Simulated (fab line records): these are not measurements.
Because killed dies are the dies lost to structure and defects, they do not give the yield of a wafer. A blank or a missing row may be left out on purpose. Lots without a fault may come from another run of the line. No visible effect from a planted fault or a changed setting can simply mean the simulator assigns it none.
Split-lot experiment ; flow berkeley cmos170 ; 27 wafers read from 5 lots, route of 331 steps

SPLIT DETAILS
At UCB170_CONTACT_ETCH_18 (etches PSG in CHF3/CF4/Ar, stops on TiSi2, target depth 840 nm, time 195 s), the setting target depth a was moved away from the recipe's 8400 angstrom on 6 of the 27 wafers read, by -29.9% to +19.8%. The other wafers ran this setting at the recipe's value.

The reading comes from the split's own step.

THE READING
oes product au, in a.u., at UCB170_CONTACT_ETCH_18 (etches PSG in CHF3/CF4/Ar, stops on TiSi2, target depth 840 nm, time 195 s). A value of 0.895 a.u. with a standard deviation of 0.015 a.u. is what fault-free wafers of this fab line usually give.

wafer;tool, chamber at the split;target depth a as run, angstrom;against the recipe;oes product au, a.u.;against lot-mates on the recipe
L075.1;rie diel-02, 0;8400;recipe;0.897;-
L075.2;rie diel-02, 3;5890;-29.9%;1.009;+0.112
L075.3;rie diel-02, 1;8400;recipe;0.887;-
L075.4;rie diel-02, 0;8400;recipe;0.908;-
L075.5;rie diel-02, 3;5890;-29.9%;1.014;+0.117
L075.6;rie diel-02, 1;5890;-29.9%;0.987;+0.090
L078.1;rie diel-03, 0;8400;recipe;0.889;-
L078.2;rie diel-03, 3;8400;recipe;0.900;-
L078.3;rie diel-03, 2;8400;recipe;0.902;-
L078.4;rie diel-03, 1;8400;recipe;0.899;-
L078.5;rie diel-03, 1;8400;recipe;0.908;-
L078.6;rie diel-03, 2;8400;recipe;0.903;-
L079.1;rie diel-03, 0;8400;recipe;0.888;-
L079.2;rie diel-03, 2;10060;+19.8%;0.808;-0.087
L079.3;rie diel-03, 3;8400;recipe;0.895;-
L079.4;rie diel-03, 3;10060;+19.8%;0.807;-0.088
L079.5;rie diel-03, 0;10060;+19.8%;0.804;-0.091
L079.6;rie diel-03, 2;8400;recipe;0.901;-
L082.1;rie diel-01, 3;8400;recipe;0.902;-
L082.3;rie diel-01, 1;8400;recipe;0.873;-
L082.5;rie diel-01, 0;8400;recipe;0.884;-
L083.1;rie diel-02, 3;8400;recipe;0.923;-
L083.2;rie diel-02, 1;8400;recipe;0.906;-
L083.3;rie diel-02, 0;8400;recipe;0.904;-
L083.4;rie diel-02, 2;8400;recipe;0.915;-
L083.5;rie diel-02, 2;8400;recipe;0.908;-
L083.6;rie diel-02, 1;8400;recipe;0.904;-

FIT RESULTS
A straight line over all 27 wafers: oes product au changes by -0.00388 a.u. for each +1% of target depth a; r = -0.97; the points scatter about the line by 0.013 a.u.
The same after taking each lot's own level away (the mean of its wafers on the recipe; 27 wafers): -0.00385 a.u. for each +1%; r = -0.98; scatter 0.0093 a.u.
According to that fit, moving target depth a by its largest amount changes the reading by 0.11 a.u.
The span of the lots' own levels, 0.8863 to 0.9100 a.u., comes to 1.6 times the standard deviation stated above.
The two slopes are in agreement: the lot-to-lot level therefore moves the slope only a little.
Check: with one of the wafers moved furthest among these (-29.9%) left out of the fit, the line predicts +0.113 a.u. for it against its lot-mates. Against them it came out at +0.112 a.u.
Tool readings at the split's step, against how far the setting was moved: oes product au r = -0.97.

OTHER SPLITS APPLIED TO THESE WAFERS
Other splits were also applied to these wafers ahead of the reading. Each is held against what the fit with the lots' levels taken away leaves over:
other split on the same wafers;wafers away from the commonest value;r with oes product au (lot level and that fit taken away)
UCB170_ZERO_ETCH_06 time s;9;+0.23
UCB170_NWELL_CVD_04 time s;12;+0.03

THE WHOLE CHAIN: every reading that the file lists as answering this split, in the file's order
step;what it does;reading;change (the file's fit);r (the file's)
UCB170_CONTACT_ETCH_18;etches PSG in CHF3/CF4/Ar, stops on TiSi2, target depth 840 nm, time 195 s;oes product au;-0.00383 a.u. for each +1% of the setting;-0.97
UCB170_CONTACT_ETCH_18;etches PSG in CHF3/CF4/Ar, stops on TiSi2, target depth 840 nm, time 195 s;KrF_of_CONTACT_COAT_10.thk nm (the simulator's own value, which no gauge read);-1.93 nm for each +1% of the setting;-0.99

THE FILE'S OWN FIT
oes product au changes by -0.00383 a.u. for each +1% of target depth a, r = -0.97.
